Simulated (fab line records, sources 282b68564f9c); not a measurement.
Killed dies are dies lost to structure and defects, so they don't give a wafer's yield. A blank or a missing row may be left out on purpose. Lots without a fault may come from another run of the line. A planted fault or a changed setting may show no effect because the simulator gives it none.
A struck lot beside a sound one | flow rit_cmos | 44 steps out of a route of 202
Sound: wafers L504.1, L504.2, L504.6. Struck: wafers L515.3, L515.4, L515.5. The cause comes at the end.
At each step with rows: each side's tool, then ch and its chambers, then its first start. Under that, the readings that differ: sound wafers | struck wafers | difference of the means | sigmas: that difference in standard deviations of wafers without a fault.
alike: readings whose means differ by less than 2 such deviations, and words and numbers that are the same on both sides. not compared: withheld readings, readings that some wafer has no value for, bounds like >300 that may hide the same value, and numbers for which the record gives no deviation and whose values overlap.
The two part at a step that has a row with sigmas, a row that says differs or no value, or rows on one side only. Numbers that don't overlap but have no deviation are shown without sigmas and don't part them. A reading that every wafer of one side lacks parts them only if that side has two wafers or more.

first, 3 steps without rows for these wafers: RIT_REOX_CLEAN_01 (cleans in dHF, time 30 s); RIT_REOX_CLEAN_02 (cleans in SC2, time 600 s); RIT_REOX_OXIDATION_03 (target thk 25.2 nm, ox time 5580 s).
RIT_REOX_THK_MEAS_04:
  sound on film_metro-02, day 2 19:14; struck on film_metro-02, day 5 01:32
  alike: REOX_OXIDE_THK
then, 6 steps without rows for these wafers: RIT_NLDD_HMDS_00 (prime time 60 s); RIT_NLDD_COAT_01 (resist thk 1000 nm); RIT_NLDD_SOFTBAKE_02 (time 60 s); RIT_NLDD_EXPOSE_03 (exposes mask M7, target cd 40700 nm); RIT_NLDD_PEB_04; RIT_NLDD_DEVELOP_05 (develop time 50 s).
RIT_NLDD_OVL_MEAS_06:
  sound on overlay-01, day 2 20:09; struck on overlay-02, day 5 02:34
  alike: NLDD_OVL
then, 1 step without rows for these wafers: RIT_NLDD_HARDBAKE_07 (time 60 s).
RIT_NLDD_IMPLANT_08:
  sound on implanter-03 ch 0, day 2 20:20; struck on implanter-03 ch 0, day 5 02:48
  reading                   | sound                | struck               | difference | sigmas
  beam_energy_keV           | 20.002 19.996 20.001 | 26.010 26.001 26.006 | +6.006     | +99 or more
  beam_on_s (s)             | 31.6 31.6 32.4       | 22.1 22.6 21.8       | -9.7       | -5
  faraday_current_uA        | 492 489 475          | 704 688 717          | +218       | +7
  model.implant.rp_nm (nm)  | 27.72 27.72 27.72    | 33.53 33.53 33.53    | +5.81      |
  model.implant.drp_nm (nm) | 12.97 12.97 12.97    | 15.19 15.19 15.19    | +2.22      |
RIT_NLDD_STRIP_09: strips in O2, time 180 s.
  sound on plasma_asher-01 ch 0,1, day 2 20:29; struck on plasma_asher-01 ch 0,1, day 5 02:58
  alike: chamber_pressure_mTorr, drypump_motor_current_A
  not compared: rf_hours_counter_h
RIT_NLDD_TW_MEAS_10:
  sound on film_metro-02, day 2 20:40; struck on film_metro-02, day 5 03:05
  reading | sound          | struck         | difference | sigmas
  NLDD_TW | 2505 2505 2498 | 2689 2682 2693 | +185       | +10
then, 6 steps without rows for these wafers: RIT_PLDD_HMDS_00 (prime time 60 s); RIT_PLDD_COAT_01 (resist thk 981.8 nm); RIT_PLDD_SOFTBAKE_02 (time 60 s); RIT_PLDD_EXPOSE_03 (exposes mask M8, target cd 40900 nm); RIT_PLDD_PEB_04; RIT_PLDD_DEVELOP_05 (develop time 50 s).
RIT_PLDD_OVL_MEAS_06:
  sound on overlay-01, day 2 21:41; struck on overlay-01, day 5 04:07
  reading       | sound       | struck         | difference | sigmas
  PLDD_OVL (nm) | 0.6 1.6 2.1 | -1.4 -2.7 -1.1 | -3.2       | -2
then, 2 steps without rows for these wafers: RIT_PLDD_HARDBAKE_07 (time 60 s); RIT_PLDD_IMPLANT_08.
RIT_PLDD_STRIP_09: strips in O2, time 180 s.
  sound on plasma_asher-01 ch 0,1, day 2 22:02; struck on plasma_asher-01 ch 0,1, day 5 04:30
  alike: chamber_pressure_mTorr, drypump_motor_current_A
  not compared: rf_hours_counter_h
RIT_PLDD_TW_MEAS_10:
  sound on film_metro-01, day 2 22:12; struck on film_metro-01, day 5 04:38
  alike: PLDD_TW
then, 4 steps without rows for these wafers: RIT_SPACER_CLEAN_00 (cleans in SC1, time 600 s); RIT_SPACER_CLEAN_01 (cleans in dHF, time 30 s); RIT_SPACER_CLEAN_02 (cleans in SC2, time 600 s); RIT_SPACER_CVD_03 (deposits Si3N4 from SiH2Cl2/NH3, target thk 250 nm, time 3300 s).
RIT_SPACER_THK_MEAS_04:
  sound on film_metro-01, day 3 00:33; struck on film_metro-03, day 5 07:00
  alike: SPACER_NITRIDE_THK
RIT_SPACER_ETCHBACK_05: etches Si3N4 in SF6/CHF3, stops on SiO2, target depth 250 nm, time 240 s.
  sound on rie_diel-01 ch 0,2,3, day 3 00:37; struck on rie_diel-01 ch 0,2,3, day 5 07:02
  alike: CHF3_flow_sccm, chamber_pressure_mTorr, drypump_motor_current_A, oes_product_au, throttle_valve_pct
  not compared: rf_hours_counter_h
then, 6 steps without rows for these wafers: RIT_NSD_HMDS_00 (prime time 60 s); RIT_NSD_COAT_01 (resist thk 1000 nm); RIT_NSD_SOFTBAKE_02 (time 60 s); RIT_NSD_EXPOSE_03 (exposes mask M9, target cd 40700 nm); RIT_NSD_PEB_04; RIT_NSD_DEVELOP_05 (develop time 50 s).
RIT_NSD_OVL_MEAS_06:
  sound on overlay-01, day 3 01:37; struck on overlay-01, day 5 08:16
  alike: NSD_OVL
then, 2 steps without rows for these wafers: RIT_NSD_HARDBAKE_07 (time 60 s); RIT_NSD_IMPLANT_08.
RIT_NSD_STRIP_09: strips in O2, time 180 s.
  sound on plasma_asher-03 ch 0,1, day 3 01:56; struck on plasma_asher-02 ch 0,1, day 5 08:39
  alike: chamber_pressure_mTorr, drypump_motor_current_A
  not compared: rf_hours_counter_h
RIT_SDANNEAL_RS_MEAS_07: measures by four-point-probe.
  sound on film_metro-01, day 3 04:28; struck on film_metro-01, day 5 11:16
  reading          | sound             | struck            | difference | sigmas
  NLDD_RS (ohm/sq) | 153.6 154.1 154.0 | 149.3 149.4 149.5 | -4.5       | -8
RIT_M1_PROBE_99:
  sound on prober-01, day 3 11:28; struck on prober-02, day 5 22:50
  reading                                    | sound                | struck               | difference | sigmas
  model.etest.nldd.rs_ohm_sq                 | 397.4 395.5 400.4    | 300.1 303.1 301.9    | -96.1      |
  model.etest.nmos_0p15.r_on_ohm_um          | 1167 1153 1152       | 1050 1081 1071       | -90        |
  model.etest.nldd.line_ohm_um               | 128.1 127.5 126.5    | 94.15 95.69 96.71    | -31.85     |
  model.etest.nmos_turned.isub_log10_a_um    | -7.239 -7.237 -7.231 | -6.937 -7.096 -7.054 | +0.207     |
  model.etest.gate_end_array.leak_log10_a_um | -12.97 -12.92 -12.93 | -13 -12.99 -13.1     | +0         |
  model.etest.nmos_0p3.off_log10_a_um        | -13.14 -12.96 -13.04 | -13.3 -13.25 -13.32  | -0.2       |
  model.etest.diode_nplus_pwell.bv_v (V)     | 6.025 5.96 5.986     | 6.124 6.097 6.108    | +0.119     |
  model.etest.nmos_0p15.isub_log10_a_um      | -6.965 -6.949 -6.945 | -6.825 -6.925 -6.91  | +0.066     |
  alike: killed_at_contacts, killed_at_front_end, killed_dies, killed_open, killed_short

WHERE THEY PART
First at RIT_NLDD_IMPLANT_08; last, within this record, at RIT_SDANNEAL_RS_MEAS_07. Later steps at which nothing parts them and some readings are alike: RIT_M1_PROBE_99.

WHY: what the simulator had put in
Process parameter drift: implanter-03, from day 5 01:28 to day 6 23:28, at RIT_NLDD_IMPLANT_08. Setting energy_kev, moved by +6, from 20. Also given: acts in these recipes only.
